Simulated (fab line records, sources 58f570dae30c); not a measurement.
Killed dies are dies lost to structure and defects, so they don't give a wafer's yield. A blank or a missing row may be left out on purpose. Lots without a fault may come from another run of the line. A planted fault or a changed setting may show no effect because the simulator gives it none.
Chamber matching | flow berkeley_cmos170 | UCB170_V2_CVD_00 on pecvd-01: 3 sister chambers
The step deposits SiO2 from TEOS/O2, target thk 2000 nm, time 250 s. 18 wafers are shown with their chamber, then 9 later ones without.

WAFERS WITH THEIR CHAMBER
wafer  | chamber | heater_power_w (W) | susceptor_temp_C (C)
L076.2 | 0       | 274                | 389.89
L076.3 | 2       | 367                | 390.15
L076.6 | 0       | 219                | 389.82
L079.1 | 0       | 273                | 389.89
L079.2 | 2       | 302                | 389.98
L079.5 | 0       | 217                | 389.91
L080.1 | 0       | 276                | 389.95
L080.2 | 2       | 375                | 390.31
L080.3 | 1       | 355                | 389.90
L085.1 | 2       | 342                | 390.17
L085.3 | 0       | 313                | 390.24
L085.6 | 1       | 387                | 389.59
L084.1 | 1       | 369                | 389.83
L084.2 | 2       | 393                | 390.22
L084.6 | 2       | 300                | 390.38
L088.1 | 1       | 348                | 389.93
L088.4 | 0       | 222                | 390.07
L088.5 | 2       | 291                | 390.05

SIGNATURES (means of the wafers above)
reading          | chamber 0 | chamber 1 | chamber 2 | scatter within a chamber
heater_power_w   | 256.29    | 364.75    | 338.57    | 36
susceptor_temp_C | 389.9671  | 389.8125  | 390.1800  | 0.144
Rule: a wafer's distance from a chamber is the root of the sum, over the readings, of the square of ((its reading less the chamber's mean) divided by the reading's scatter). The wafer belongs to the nearest chamber; if the next one is less than 2 further off, it can't be placed. The scatter: the root of (the sum of the squares of (reading less its chamber's mean) over the shown wafers, divided by (wafers less chambers)).

WAFERS WITHOUT THEIR CHAMBER
wafer  | heater_power_w (W) | susceptor_temp_C (C)
L092.4 | 388                | 389.99
L092.5 | 290                | 390.02
L092.6 | 313                | 389.99
L094.1 | 282                | 390.34
L094.4 | 218                | 389.97
L094.5 | 288                | 389.76
L095.1 | 352                | 390.05
L095.3 | 310                | 389.79
L095.5 | 287                | 390.03

WHICH CHAMBER EACH WENT THROUGH
wafer  | from the rows above          | in truth
L092.4 | can't be placed: 1 or 2      | 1
L092.5 | can't be placed: 0 or 2 or 1 | 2
L092.6 | can't be placed: 2 or 0 or 1 | 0
L094.1 | can't be placed: 2 or 0      | 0
L094.4 | 0                            | 0
L094.5 | can't be placed: 0 or 1 or 2 | 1
L095.1 | can't be placed: 2 or 1 or 0 | 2
L095.3 | can't be placed: 1 or 0 or 2 | 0
L095.5 | can't be placed: 0 or 2 or 1 | 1
Placed correctly: 1 of 9. Can't be placed from these rows: 8 (the true chamber is among the candidates in 8). Placed wrongly: 0.
